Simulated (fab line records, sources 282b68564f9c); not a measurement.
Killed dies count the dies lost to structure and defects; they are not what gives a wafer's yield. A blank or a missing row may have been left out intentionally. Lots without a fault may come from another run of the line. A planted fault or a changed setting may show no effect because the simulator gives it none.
Which tool did it? -- flow rit cmos -- 14 lots, 42 wafers sampled, at 5 steps of a route of 202

## WHAT EACH GAUGE READ, for each wafer
RIT_FOX2_THK_MEAS_01. Usual: FOX2_OXIDE_THK 353 nm, standard deviation 6.8.
lot,measured,on,FOX2_OXIDE_THK (nm),flag
L154,day 1 20:34,film metro-04,350 348 351,
L155,day 2 01:25,film metro-04,346 352 345,
L158,day 2 16:44,film metro-01,341 345 342,
L159,day 3 00:13,film metro-01,356 346 343,
L163,day 3 18:24,film metro-02,364 356 350,
L164,day 3 21:17,film metro-02,349 345 342,
L170,day 5 04:13,film metro-02,352 357 356,
L171,day 5 08:41,film metro-02,346 347 352,
L172,day 5 14:59,film metro-04,359 359 359,
L173,day 5 19:35,film metro-01,353 356 352,
L174,day 5 23:52,film metro-01,357 356 356,
L175,day 6 05:14,film metro-01,360 358 360,
L176,day 6 09:07,film metro-02,356 359 357,
L177,day 6 13:28,film metro-02,366 367 368,

RIT_FOX2_THK_MEAS_90. Usual: FIELD_OXIDE_LEFT_1_THK 326 nm, standard deviation 6.8.
lot,measured,on,FIELD_OXIDE_LEFT_1_THK (nm),flag
L154,day 1 21:26,film metro-01,322 320 324,
L155,day 2 02:22,film metro-04,319 325 318,
L158,day 2 17:37,film metro-04,314 317 315,
L159,day 3 01:14,film metro-01,328 318 316,
L163,day 3 19:20,film metro-01,336 328 322,
L164,day 3 22:10,film metro-02,321 318 315,
L170,day 5 05:17,film metro-02,325 330 329,
L171,day 5 09:38,film metro-02,318 320 325,
L172,day 5 15:51,film metro-01,333 332 331,
L173,day 5 20:31,film metro-01,326 329 326,
L174,day 6 00:49,film metro-01,330 329 329,
L175,day 6 06:07,film metro-01,333 330 332,
L176,day 6 10:01,film metro-01,328 331 330,
L177,day 6 14:21,film metro-01,339 340 341,

RIT_GATE_CD_MEAS_90: the cd target is 150 nm. Usual: cd nm reads 150.5 nm (standard deviation 2.5).
lot,measured,on,cd nm (nm),flag
L154,day 2 15:01,cd sem-02,150.3 149.7 151.0,
L155,day 3 00:23,cd sem-02,153.4 153.2 152.5,
L158,day 3 12:40,cd sem-01,153.1 151.8 153.5,
L159,day 3 19:38,cd sem-02,154.2 155.8 153.9,
L163,day 4 14:08,cd sem-02,148.2 149.1 148.5,
L164,day 4 17:02,cd sem-02,149.5 148.3 149.7,
L170,day 5 22:26,cd sem-02,149.6 152.2 150.5,
L171,day 6 07:04,cd sem-01,152.5 149.4 152.2,
L172,day 6 11:13,cd sem-01,154.1 152.0 152.0,
L173,day 6 13:37,cd sem-02,145.6 147.3 145.1,
L174,day 6 21:29,cd sem-02,150.6 152.9 150.1,
L175,day 7 01:53,cd sem-02,148.7 149.1 149.0,
L176,day 7 04:18,cd sem-01,155.9 151.6 152.0,
L177,day 7 10:28,cd sem-02,151.0 149.6 151.3,

RIT_CONTACT_CD_MEAS_90: the cd target is 1000 nm. Usual: cd nm reads 1000.1 nm (standard deviation 2.3).
lot,measured,on,cd nm (nm),flag
L154,day 3 06:26,cd sem-02,999.4 999.0 997.2,
L155,day 3 15:04,cd sem-02,1000.1 1000.5 1002.2,
L158,day 4 04:25,cd sem-02,999.7 998.8 1001.1,
L159,day 4 11:35,cd sem-01,1001.4 1001.1 999.7,
L163,day 5 05:59,cd sem-01,- - -,OFF
L164,day 5 09:43,cd sem-01,- - -,OFF
L170,day 6 14:37,cd sem-02,1000.6 1001.6 1000.2,
L171,day 6 22:04,cd sem-02,997.2 996.9 996.7,
L172,day 7 02:12,cd sem-01,1003.2 1001.0 1001.2,
L173,day 7 06:04,cd sem-02,1001.4 998.6 1000.5,
L174,day 7 13:09,cd sem-02,998.6 997.8 997.6,
L175,day 7 17:32,cd sem-02,1000.5 999.4 999.1,
L176,day 7 20:52,cd sem-02,997.1 999.9 999.7,
L177,day 8 04:41,cd sem-02,1003.6 1004.0 1004.3,

## WHICH TOOL RAN EACH LOT (tool, then ch and the chambers of the sampled wafers, then the start)
lot,RIT_CONTACT_CVD_00
L154,"pecvd-02 ch 0,2, day 3 04:40"
L155,"pecvd-03 ch 1,2, day 3 13:19"
L158,"pecvd-03 ch 0,1,2, day 4 02:40"
L159,"pecvd-01 ch 1,2, day 4 09:42"
L163,"pecvd-02 ch 0,1,2, day 5 04:03"
L164,"pecvd-03 ch 0,1,2, day 5 07:56"
L170,"pecvd-03 ch 1,2, day 6 12:44"
L171,"pecvd-01 ch 0,1, day 6 20:06"
L172,"pecvd-02 ch 0,2, day 7 00:13"
L173,"pecvd-03 ch 0,2, day 7 04:09"
L174,"pecvd-01 ch 0,1,2, day 7 11:17"
L175,"pecvd-02 ch 0,1,2, day 7 15:44"
L176,"pecvd-03 ch 0,1,2, day 7 19:05"
L177,"pecvd-01 ch 1, day 8 02:53"
- RIT_CONTACT_CVD_00: deposits SiO2 from TEOS, target thk 400 nm, time 61 s.

## WHAT THE TOOLS THEMSELVES READ (means of the sampled wafers that have a number; where no wafer has one, the mark that the record gives instead)
RIT_CONTACT_CVD_00. Usual: heater power w 318 W, standard deviation 65; rf fwd power W 409.3 W, standard deviation 1.6.
lot,tool,heater power w (W),rf fwd power W (W),flag
L154,pecvd-02,315,409.0,
L155,pecvd-03,349,407.8,
L158,pecvd-03,339,407.9,
L159,pecvd-01,292,411.2,
L163,pecvd-02,-,-,OFF
L164,pecvd-03,-,-,OFF
L170,pecvd-03,358,407.5,
L171,pecvd-01,332,411.1,
L172,pecvd-02,316,407.8,
L173,pecvd-03,366,408.1,
L174,pecvd-01,287,410.7,
L175,pecvd-02,337,408.3,
L176,pecvd-03,326,408.9,
L177,pecvd-01,265,412.6,

## THE ANSWER, worked out from the rows above alone
Rule: lot off if the mean of its wafers having a number is beyond 3 standard deviations from the usual mean. A lot without any number at a reading at which 4 lots or more have one is off too. Where the step has rows for the other lots, those lots are counted as sound. The gauges are gone through in route order, then the tools' own readings, and for those a lot's mean is taken as printed above. At the first step where some lot is off, the reading lying furthest off is the one used; lots without a number count as furthest.
Off at RIT_CONTACT_CD_MEAS_90 (cd nm): L163, L164. Without a number there: L163, L164.
If a tool, at a process step before that reading, ran all the lots that are off and no sound lot after the first of them, it fits. Not tried: the gauges at RIT_CONTACT_CD_MEAS_90; whatever is off there is also off at RIT_CONTACT_CVD_00, on other tools, and gauge error can't account for it. None of those tried fits.

## WHAT THE SIMULATOR HAD PUT IN
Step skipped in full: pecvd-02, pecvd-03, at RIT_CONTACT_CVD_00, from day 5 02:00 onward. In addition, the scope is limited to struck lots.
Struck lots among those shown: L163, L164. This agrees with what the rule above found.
